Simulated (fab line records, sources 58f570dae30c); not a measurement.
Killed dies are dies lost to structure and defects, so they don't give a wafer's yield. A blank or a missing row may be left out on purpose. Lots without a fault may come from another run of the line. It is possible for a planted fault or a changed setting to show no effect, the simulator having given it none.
Check for tools in common + flow berkeley cmos170 + Sampled: 14 lots, 42 wafers

## WHY THIS WAS OPENED
UCB170_NLDD_TW_MEAS_11, reading NLDD_TW: flagged on 2 of 14 lots. No-fault wafers: 2228, standard deviation 15.
Rule: a lot is flagged in two cases, either no wafer of it has a number, or all its wafers with numbers fall more than 4 standard deviations from that mean. The rest of the lots are taken to be sound.

| lot  | measured     | on            | NLDD_TW, wafer by wafer | flag    |
|------|--------------|---------------|-------------------------|---------|
| L841 | day 6 17:05  | film metro-03 | 2212 2219 2211          |         |
| L843 | day 6 18:43  | film metro-02 | 2239 2239 2229          |         |
| L844 | day 6 21:25  | film metro-02 | 2227 2228 2224          |         |
| L845 | day 7 07:09  | film metro-03 | 2199 2195 2203          |         |
| L848 | day 7 10:30  | film metro-03 | 2211 2201 2198          |         |
| L847 | day 7 11:03  | film metro-04 | 2244 2245 2235          |         |
| L850 | day 8 07:01  | film metro-04 | 2229 2229 2247          |         |
| L849 | day 8 07:17  | film metro-03 | 2224 2228 2215          |         |
| L851 | day 8 11:50  | film metro-04 | 2237 2225 2244          |         |
| L854 | day 9 00:25  | film metro-02 | 2241 2256 2244          |         |
| L855 | day 9 09:13  | film metro-03 | 2205 2198 2207          |         |
| L858 | day 10 02:47 | film metro-02 | 2131 2126 2136          | FLAGGED |
| L861 | day 10 04:58 | film metro-04 | 2137 2139 2146          | FLAGGED |
| L862 | day 10 09:10 | film metro-03 | 2228 2222 2215          |         |
Average over the flagged lots: 2136; offset from the usual -92, equal to -6 standard deviations.

## LOT BY LOT: THE TOOL USED
Before the reading, the record contains 2 process steps out of a 331-step route. Each cell gives the tool, then ch followed by the chambers the sampled wafers passed through, then the start.
| lot  | flag    | UCB170_NVT_STRIP_08                 | UCB170_NLDD_IMPLANT_08          |
|------|---------|-------------------------------------|---------------------------------|
| L841 |         | plasma asher-03 ch 0,1, day 5 18:00 | implanter-04 ch 0, day 6 16:43  |
| L843 |         | plasma asher-04 ch 0,1, day 6 01:22 | implanter-04 ch 0, day 6 18:19  |
| L844 |         | plasma asher-03 ch 0, day 6 03:43   | implanter-04 ch 0, day 6 21:01  |
| L845 |         | plasma asher-02 ch 0,1, day 6 10:32 | implanter-03 ch 0, day 7 06:45  |
| L848 |         | plasma asher-02 ch 0,1, day 6 17:42 | implanter-04 ch 0, day 7 10:07  |
| L847 |         | plasma asher-03 ch 0,1, day 6 17:30 | implanter-02 ch 0, day 7 10:40  |
| L850 |         | plasma asher-02 ch 0,1, day 7 13:11 | implanter-03 ch 0, day 8 06:37  |
| L849 |         | plasma asher-04 ch 0, day 7 13:14   | implanter-04 ch 0, day 8 06:53  |
| L851 |         | plasma asher-04 ch 0,1, day 7 18:53 | implanter-02 ch 0, day 8 11:26  |
| L854 |         | plasma asher-02 ch 0,1, day 8 04:29 | implanter-03 ch 0, day 9 00:04  |
| L855 |         | plasma asher-02 ch 0,1, day 8 16:05 | implanter-04 ch 0, day 9 08:49  |
| L858 | FLAGGED | plasma asher-04 ch 0,1, day 9 06:03 | implanter-04 ch 0, day 10 02:23 |
| L861 | FLAGGED | plasma asher-04 ch 0,1, day 9 07:44 | implanter-04 ch 0, day 10 04:34 |
| L862 |         | plasma asher-03 ch 0,1, day 9 16:07 | implanter-03 ch 0, day 10 08:47 |
What the steps here do:
- UCB170_NVT_STRIP_08: strips in O2.
- UCB170_NLDD_IMPLANT_08
- UCB170_NLDD_TW_MEAS_11

## FLAGGED OVER TOTAL, TOOL BY TOOL (the gauges that took the reading come last)
| step                   | tool            | lots run | flagged | share of the flagged lots | sound lots run after its first flagged lot |
|------------------------|-----------------|----------|---------|---------------------------|--------------------------------------------|
| UCB170_NVT_STRIP_08    | plasma asher-02 | 5        | 0       | none                      | -                                          |
| UCB170_NVT_STRIP_08    | plasma asher-03 | 4        | 0       | none                      | -                                          |
| UCB170_NVT_STRIP_08    | plasma asher-04 | 5        | 2       | all                       | 0                                          |
| UCB170_NLDD_IMPLANT_08 | implanter-02    | 2        | 0       | none                      | -                                          |
| UCB170_NLDD_IMPLANT_08 | implanter-03    | 4        | 0       | none                      | -                                          |
| UCB170_NLDD_IMPLANT_08 | implanter-04    | 8        | 2       | all                       | 0                                          |
| UCB170_NLDD_TW_MEAS_11 | film metro-02   | 4        | 1       | some                      | 0                                          |
| UCB170_NLDD_TW_MEAS_11 | film metro-03   | 6        | 0       | none                      | -                                          |
| UCB170_NLDD_TW_MEAS_11 | film metro-04   | 4        | 1       | some                      | 0                                          |

## WHAT THE TABLE PERMITS
Table rows that saw every flagged lot: 2, namely plasma asher-04 at UCB170_NVT_STRIP_08 and implanter-04 at UCB170_NLDD_IMPLANT_08.
- plasma asher-04 at UCB170_NVT_STRIP_08: 2 of its 5 lots flagged. Last sound lot L851 at day 7 18:53, first flagged lot L858 at day 9 06:03; a fault beginning in between fits.
- implanter-04 at UCB170_NLDD_IMPLANT_08: 2 of its 8 lots flagged. Last sound lot L855 at day 9 08:49, first flagged lot L858 at day 10 02:23; a fault beginning in between fits. Its own readings (dose ions cm2, faraday current uA) fall more than 4 standard deviations out on all wafers of the flagged lots.
Because each of these 2 tools fits a fault that began at some hour, counting lots does not separate them. More lots, or a look at what each step does to the wafer, might.

## WHAT THE SIMULATOR HAD PUT IN
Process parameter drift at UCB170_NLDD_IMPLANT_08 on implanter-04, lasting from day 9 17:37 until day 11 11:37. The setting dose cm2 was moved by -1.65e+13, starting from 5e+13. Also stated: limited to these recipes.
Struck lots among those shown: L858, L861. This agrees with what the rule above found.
